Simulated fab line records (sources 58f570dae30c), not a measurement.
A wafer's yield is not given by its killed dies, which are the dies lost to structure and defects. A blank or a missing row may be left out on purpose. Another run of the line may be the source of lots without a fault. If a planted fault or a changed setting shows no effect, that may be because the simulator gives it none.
Split-lot trial | flow berkeley cmos170 | on a route of 331 steps: 5 lots, 23 wafers read

== SPLIT DETAILS ==
At UCB170_M3_COAT_05 (resist thk 900 nm), the setting spin rpm was moved away from the recipe's 1500 rpm on 12 of the 23 wafers read, by -4.1% to +5.6%. The other wafers ran this setting at the recipe's value.

Reading taken at the split's own step.

== THE READING ==
KrF_of_M3_COAT_05.thk nm (the simulator's own value, which no gauge read), in nm, at UCB170_M3_COAT_05 (resist thk 900 nm). The file gives no usual value for it. Here, 11 wafers ran the recipe; their average is 900.6 nm with a standard deviation of 1.3 nm.

wafer  | tool, chamber at the split | spin rpm as run, rpm | against the recipe | KrF_of_M3_COAT_05.thk nm, nm | against lot-mates on the recipe
L079.1 | litho track-02, 0          | 1500                 | recipe             | 900.4                        | -
L079.2 | litho track-02, 0          | 1439                 | -4.1%              | 918.8                        | +18.8
L079.4 | litho track-02, 0          | 1439                 | -4.1%              | 920.1                        | +20.1
L079.5 | litho track-02, 0          | 1500                 | recipe             | 899.6                        | -
L079.6 | litho track-02, 0          | 1439                 | -4.1%              | 918.7                        | +18.7
L080.1 | litho track-03, 0          | 1560                 | +4.0%              | 881.4                        | -20.4
L080.2 | litho track-03, 0          | 1500                 | recipe             | 900.4                        | -
L080.3 | litho track-03, 0          | 1500                 | recipe             | 903.1                        | -
L080.5 | litho track-03, 0          | 1560                 | +4.0%              | 884.1                        | -17.6
L080.6 | litho track-03, 0          | 1560                 | +4.0%              | 885.8                        | -16.0
L081.2 | litho track-04, 0          | 1584                 | +5.6%              | 876.4                        | -23.2
L081.3 | litho track-04, 0          | 1584                 | +5.6%              | 876.8                        | -22.8
L081.4 | litho track-04, 0          | 1500                 | recipe             | 899.7                        | -
L081.5 | litho track-04, 0          | 1584                 | +5.6%              | 875.3                        | -24.3
L081.6 | litho track-04, 0          | 1500                 | recipe             | 899.5                        | -
L083.3 | litho track-03, 0          | 1500                 | recipe             | 901.2                        | -
L083.5 | litho track-03, 0          | 1500                 | recipe             | 900.5                        | -
L083.6 | litho track-03, 0          | 1500                 | recipe             | 901.7                        | -
L085.2 | litho track-03, 0          | 1450                 | -3.3%              | 912.9                        | +12.7
L085.3 | litho track-03, 0          | 1500                 | recipe             | 898.2                        | -
L085.4 | litho track-03, 0          | 1500                 | recipe             | 902.1                        | -
L085.5 | litho track-03, 0          | 1450                 | -3.3%              | 914.1                        | +13.9
L085.6 | litho track-03, 0          | 1450                 | -3.3%              | 916.9                        | +16.7

THE FIT
A straight line over all 23 wafers: KrF_of_M3_COAT_05.thk nm changes by -4.36 nm for each +1% of spin rpm; r = -0.99; the points scatter about the line by 1.4 nm.
The same after taking each lot's own level away (the mean of its wafers on the recipe; 23 wafers): -4.4 nm for each +1%; r = -1.00; scatter 1.4 nm.
On that fit, the largest move of spin rpm shifts the reading by 25 nm.
From 899.60 to 901.75 nm: that is the span of the lots' own levels, equal to 1.6 times the standard deviation above.
Hence the lot-to-lot level has little effect on the slope; both slopes agree.
Check: -24.6 nm against its lot-mates is what the line predicts for one of the wafers moved furthest among these (+5.6%) when that wafer is left out of the fit. It came out at -23.2 nm against them.

== OTHER SPLITS APPLIED TO THESE WAFERS ==
Before the reading, these wafers also passed through other splits. Each is held against what the fit with the lots' levels taken away leaves over:
other split on the same wafers           | wafers away from the commonest value | r with KrF_of_M3_COAT_05.thk nm (lot level and that fit taken away)
UCB170_M2_SPUTTER_01 chamber pressure pa | 18                                   | +0.12
UCB170_M2_DEVELOP_14 dev temp c          | 10                                   | -0.05
UCB170_V2_EXPOSE_09 dose mj              | 9                                    | +0.30
UCB170_V2_DEVELOP_11 dev temp c          | 6                                    | -0.08

== THE WHOLE CHAIN: every reading that the file lists as answering this split, in the file's order ==
step               | what it does      | reading                                                                   | change (the file's fit)              | r (the file's)
UCB170_M3_COAT_05  | resist thk 900 nm | KrF_of_M3_COAT_05.thk nm (the simulator's own value, which no gauge read) | -4.39 nm for each +1% of the setting | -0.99
UCB170_M3_STRIP_07 | strips in O2      | strip time to endpoint s                                                  | withheld for each +1% of the setting | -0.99

== THE FILE'S OWN FIT ==
KrF_of_M3_COAT_05.thk nm changes by -4.39 nm for each +1% of spin rpm, r = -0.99.
